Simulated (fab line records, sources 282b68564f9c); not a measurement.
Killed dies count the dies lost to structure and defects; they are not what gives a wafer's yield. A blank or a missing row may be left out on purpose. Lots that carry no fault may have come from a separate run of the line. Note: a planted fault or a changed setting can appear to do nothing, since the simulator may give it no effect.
Lot-split experiment + flow rit cmos + route with 202 steps; 5 lots, 23 wafers read

ABOUT THE SPLIT
At RIT_NWELL_IMPLANT_08, the setting dose cm2 was moved away from the recipe's 5e+13 on 7 of the 23 wafers read, by -3.8% to +3.1%. This setting was run at the recipe's value on the other wafers.

FROM THE SPLIT TO THE READING: what the file shows between them, 3 steps
- RIT_PWELL_IMPLANT_08 (also split here: dose cm2)
- RIT_PWELL_STRIP_09: strips in O2, time 180 s
- RIT_WELLDRIVE_ANNEAL_00: time 14700 s

THE READING
NWELL_RS, in ohm/sq, at RIT_WELLDRIVE_RS_MEAS_01 (measures by four-point-probe). A value of 275.5 ohm/sq with a standard deviation of 0.91 ohm/sq is what fault-free wafers of this fab line usually give.

| wafer  | tool, chamber at the split | dose cm2 as run | against the recipe | NWELL_RS, ohm/sq | against lot-mates on the recipe |
|--------|----------------------------|-----------------|--------------------|------------------|---------------------------------|
| L077.1 | implanter-01, 0            | 4.846e+13       | -3.1%              | 280.2            | +5.6                            |
| L077.2 | implanter-01, 0            | 5e+13           | recipe             | 274.7            | -                               |
| L077.3 | implanter-01, 0            | 5e+13           | recipe             | 274.6            | -                               |
| L077.4 | implanter-01, 0            | 4.846e+13       | -3.1%              | 280.1            | +5.5                            |
| L077.6 | implanter-01, 0            | 4.846e+13       | -3.1%              | 279.6            | +5.0                            |
| L076.2 | implanter-03, 0            | 5e+13           | recipe             | 274.7            | -                               |
| L076.3 | implanter-03, 0            | 5e+13           | recipe             | 274.6            | -                               |
| L076.4 | implanter-03, 0            | 5e+13           | recipe             | 274.6            | -                               |
| L080.2 | implanter-03, 0            | 5e+13           | recipe             | 275.9            | -                               |
| L080.3 | implanter-03, 0            | 5e+13           | recipe             | 275.3            | -                               |
| L080.4 | implanter-03, 0            | 5e+13           | recipe             | 277.0            | -                               |
| L080.5 | implanter-03, 0            | 5e+13           | recipe             | 275.1            | -                               |
| L080.6 | implanter-03, 0            | 5e+13           | recipe             | 275.3            | -                               |
| L082.1 | implanter-03, 0            | 5e+13           | recipe             | 275.6            | -                               |
| L082.2 | implanter-03, 0            | 5.154e+13       | +3.1%              | 269.6            | -5.3                            |
| L082.3 | implanter-03, 0            | 5.154e+13       | +3.1%              | 269.6            | -5.3                            |
| L082.4 | implanter-03, 0            | 5e+13           | recipe             | 275.1            | -                               |
| L082.5 | implanter-03, 0            | 5e+13           | recipe             | 274.1            | -                               |
| L085.1 | implanter-03, 0            | 5e+13           | recipe             | 276.2            | -                               |
| L085.2 | implanter-03, 0            | 4.809e+13       | -3.8%              | 282.2            | +6.4                            |
| L085.3 | implanter-03, 0            | 5e+13           | recipe             | 275.4            | -                               |
| L085.4 | implanter-03, 0            | 5e+13           | recipe             | 275.8            | -                               |
| L085.6 | implanter-03, 0            | 4.809e+13       | -3.8%              | 282.8            | +7.0                            |

THE FIT
A straight line over all 23 wafers: NWELL_RS changes by -1.75 ohm/sq for each +1% of dose cm2; r = -0.98; the points scatter about the line by 0.71 ohm/sq.
The same after taking each lot's own level away (the mean of its wafers on the recipe; 23 wafers): -1.74 ohm/sq for each +1%; r = -0.99; scatter 0.45 ohm/sq.
Per that fit: largest dose cm2 move, reading shift of 6.6 ohm/sq.
From 274.63 to 275.80 ohm/sq: that is the span of the lots' own levels, equal to 1.3 times the standard deviation above.
The two slopes agree, so the slope changes little with the lot-to-lot level.
Check: with one of the wafers moved furthest among these (-3.8%) left out of the fit, the line predicts +6.7 ohm/sq for it against its lot-mates. It came out at +6.4 ohm/sq against them.

OTHER SPLITS APPLIED TO THESE WAFERS
Other splits were also applied to these wafers ahead of the reading. Each is held against what the fit with the lots' levels taken away leaves over:
| other split on the same wafers | wafers away from the commonest value | r with NWELL_RS (lot level and that fit taken away) |
|--------------------------------|--------------------------------------|-----------------------------------------------------|
| RIT_ACTIVE_ETCH_13 rf w        | 6                                    | +0.03                                               |
| RIT_NWELL_HARDBAKE_07 temp c   | 11                                   | -0.09                                               |
| RIT_PWELL_IMPLANT_08 dose cm2  | 8                                    | +0.06                                               |

THE FILE'S OWN FIT
NWELL_RS changes by -1.74 ohm/sq for each +1% of dose cm2, r = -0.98.
